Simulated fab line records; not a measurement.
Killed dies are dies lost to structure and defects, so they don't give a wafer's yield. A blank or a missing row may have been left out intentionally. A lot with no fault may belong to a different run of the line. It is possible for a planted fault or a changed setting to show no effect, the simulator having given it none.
One fault through the eyes of 2 desks | flow berkeley_cmos170 | what lay behind the numbers comes last; until then each desk has only its own

AT THE TOOL OWNER'S DESK: implanter-02
UCB170_NVT_IMPLANT_07, tool's own readings: per-lot mean of the sampled wafers with a number, covering each lot this tool ran. The brackets show how far a lot's mean lies from the usual mean; more than 4 standard deviations puts the lot out of limits, marked OUT.
Columns: A = dose_ions_cm2 at UCB170_NVT_IMPLANT_07, usual 3e+12
lot  | first seen here | A
L595 | day 7 11:38     | 3e+12
L598 | day 8 00:14     | 3e+12
L599 | day 8 13:37     | 3e+12
L601 | day 9 03:57     | 3e+12
L611 | day 11 02:25    | 3e+12 (-16) OUT
L614 | day 11 19:10    | 3e+12 (-17) OUT
This desk finds L611, L614 out of limits, L611 being first, at day 11 02:25 (dose_ions_cm2 at UCB170_NVT_IMPLANT_07). In limits: L595, L598, L599, L601.

METROLOGY DESK
Means of the sampled wafers that have a number, per lot and without regard to the tool the lot ran on: this is what the gauges read. The brackets show how far a lot's mean lies from the usual mean; more than 4 standard deviations puts the lot out of limits, marked OUT.
Columns: A = ACTIVE_NITRIDE_THK at UCB170_ACTIVE_THK_MEAS_06, usual 220.6 nm; B = NVT_OVL at UCB170_NVT_OVL_MEAS_06, usual -2 nm; C = PLDD_OVL at UCB170_PLDD_OVL_MEAS_07, usual 1 nm
lot  | first seen here | A     | B   | C
L591 | day 5 03:52     | 218.8 | -6  | 2
L593 | day 5 14:35     | 222.8 | 2   | 4
L592 | day 5 14:39     | 222.1 | -12 | -3
L595 | day 5 14:39     | 218.8 | 5   | 6
L594 | day 5 14:40     | 223.1 | -2  | 7
L597 | day 6 04:51     | 224.5 | -10 | -1
L598 | day 6 04:55     | 220.3 | -15 | 6
L599 | day 6 19:03     | 220.9 | -2  | 2
L600 | day 6 19:04     | 219.5 | 1   | 11
L601 | day 7 09:02     | 222.0 | 0   | 0
L604 | day 7 19:50     | 221.8 | 6   | -2
L609 | day 8 22:51     | 221.7 | 3   | 2
L611 | day 9 09:07     | 219.4 | -3  | 2
L614 | day 10 06:59    | 220.3 | 4   | -3
This desk found nothing out of limits on any of the 14 lots.

TAKEN TOGETHER
An alarm could have come from the tool owner's desk at day 11 02:25, on L611, L614.
At the metrology desk, nothing out of limits was observed.
The metrology desk holds a record of L611, L614, inside its limits.
The lots listed all ran UCB170_NVT_IMPLANT_07 on implanter-02.

WHAT WAS PUT IN BY THE SIMULATOR
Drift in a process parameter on implanter-02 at UCB170_NVT_IMPLANT_07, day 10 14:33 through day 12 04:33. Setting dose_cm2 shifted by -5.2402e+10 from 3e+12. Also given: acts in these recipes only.
Shown lots that were struck: L611, L614.
Hours from the fault's start to each desk's first reading out of limits: the tool owner's desk, 12.
